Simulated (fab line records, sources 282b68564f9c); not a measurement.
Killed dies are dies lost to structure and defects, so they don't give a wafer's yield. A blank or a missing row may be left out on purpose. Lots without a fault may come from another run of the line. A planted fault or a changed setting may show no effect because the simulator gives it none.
A struck lot beside a sound one | flow rit_cmos | 13 steps out of a route of 202
Sound: wafers L878.3, L878.5, L878.6. Struck: wafers L887.2, L887.4, L887.6. The cause comes at the end.
At each step with rows: each side's tool, then ch and its chambers, then its first start. Under that, the readings that differ: sound wafers | struck wafers | difference of the means | sigmas: that difference in standard deviations of wafers without a fault.
alike: readings whose means differ by less than 2 such deviations, and words and numbers that are the same on both sides. not compared: withheld readings, readings that some wafer has no value for, bounds like >300 that may hide the same value, and numbers for which the record gives no deviation and whose values overlap.
The two part at a step that has a row with sigmas, a row that says differs or no value, or rows on one side only. Numbers that don't overlap but have no deviation are shown without sigmas and don't part them. A reading that every wafer of one side lacks parts them only if that side has two wafers or more.

RIT_ACTIVE_BOW_MEAS_00:
  sound on film_metro-04, day 1 10:02; struck on film_metro-02, day 3 07:01
  alike: INCOMING_BOW
then, 1 step without rows for these wafers: RIT_ACTIVE_OXIDATION_01 (target thk 46.8 nm, ox time 3360 s).
RIT_ACTIVE_THK_MEAS_02:
  sound on film_metro-04, day 1 13:08; struck on film_metro-01, day 3 12:07
  alike: ACTIVE_OXIDE_THK
then, 1 step without rows for these wafers: RIT_ACTIVE_CVD_03 (deposits Si3N4 from SiH2Cl2/NH3, target thk 150 nm, time 1500 s).
RIT_ACTIVE_THK_MEAS_04:
  sound on film_metro-02, day 1 14:37; struck on film_metro-01, day 3 13:35
  alike: ACTIVE_NITRIDE_THK
then, 2 steps without rows for these wafers: RIT_ACTIVE_HMDS_05 (prime time 57.66 s); RIT_ACTIVE_COAT_06 (resist thk 1000 nm).
RIT_ACTIVE_SOFTBAKE_07: time 60 s.
  sound on litho_track-03 ch 0, day 1 15:00; struck on litho_track-03 ch 0, day 3 13:58
  reading                                     | sound             | struck            | difference | sigmas
  heater_power_total_W (W)                    | 34.60 34.62 34.58 | 35.61 35.68 35.64 | +1.04      | +21
  plate_temp_C (C)                            | 89.92 90.10 89.85 | 92.06 92.31 92.01 | +2.17      | +17
  model.NOVOLAK_of_ACTIVE_COAT_06.thk_nm (nm) | 994.7 994.2 993.4 | 986.8 989.9 990.4 | -5.1       |
then, 2 steps without rows for these wafers: RIT_ACTIVE_EXPOSE_08 (exposes mask M1, target cd 1400 nm); RIT_ACTIVE_PEB_09.
RIT_ACTIVE_DEVELOP_10: develop time 50 s.
  sound on litho_track-03 ch 0; struck on litho_track-04 ch 0
  reading                                     | sound           | struck            | difference | sigmas
  model.NOVOLAK_of_ACTIVE_COAT_06.thk_nm (nm) | 994.3 993.9 993 | 986.5 989.6 990.1 | -5.0       |
RIT_ACTIVE_CD_MEAS_11: target cd 1400 nm.
  sound on cd_sem-02, day 1 15:40; struck on cd_sem-02, day 3 14:44
  alike: cd_nm
-- the record jumps here: 2 days lie between the struck wafers' starts before and after (it left off in module ACTIVE and takes up again in module M1, whose first step shown is number 202 of the route) --
RIT_M1_PROBE_99:
  sound on prober-01, day 3 17:16; struck on prober-01, day 5 16:16
  reading            | sound | struck | difference | sigmas
  killed_at_contacts | 1 0 1 | 0 0 0  | -1         | -3
  alike: killed_at_front_end, killed_dies, killed_open, killed_short

WHERE THEY PART
First at RIT_ACTIVE_SOFTBAKE_07; last, within this record, at RIT_M1_PROBE_99.

WHY: what the simulator had put in
Process parameter drift: litho_track-03, from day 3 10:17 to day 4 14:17, at RIT_ACTIVE_SOFTBAKE_07. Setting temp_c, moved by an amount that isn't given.
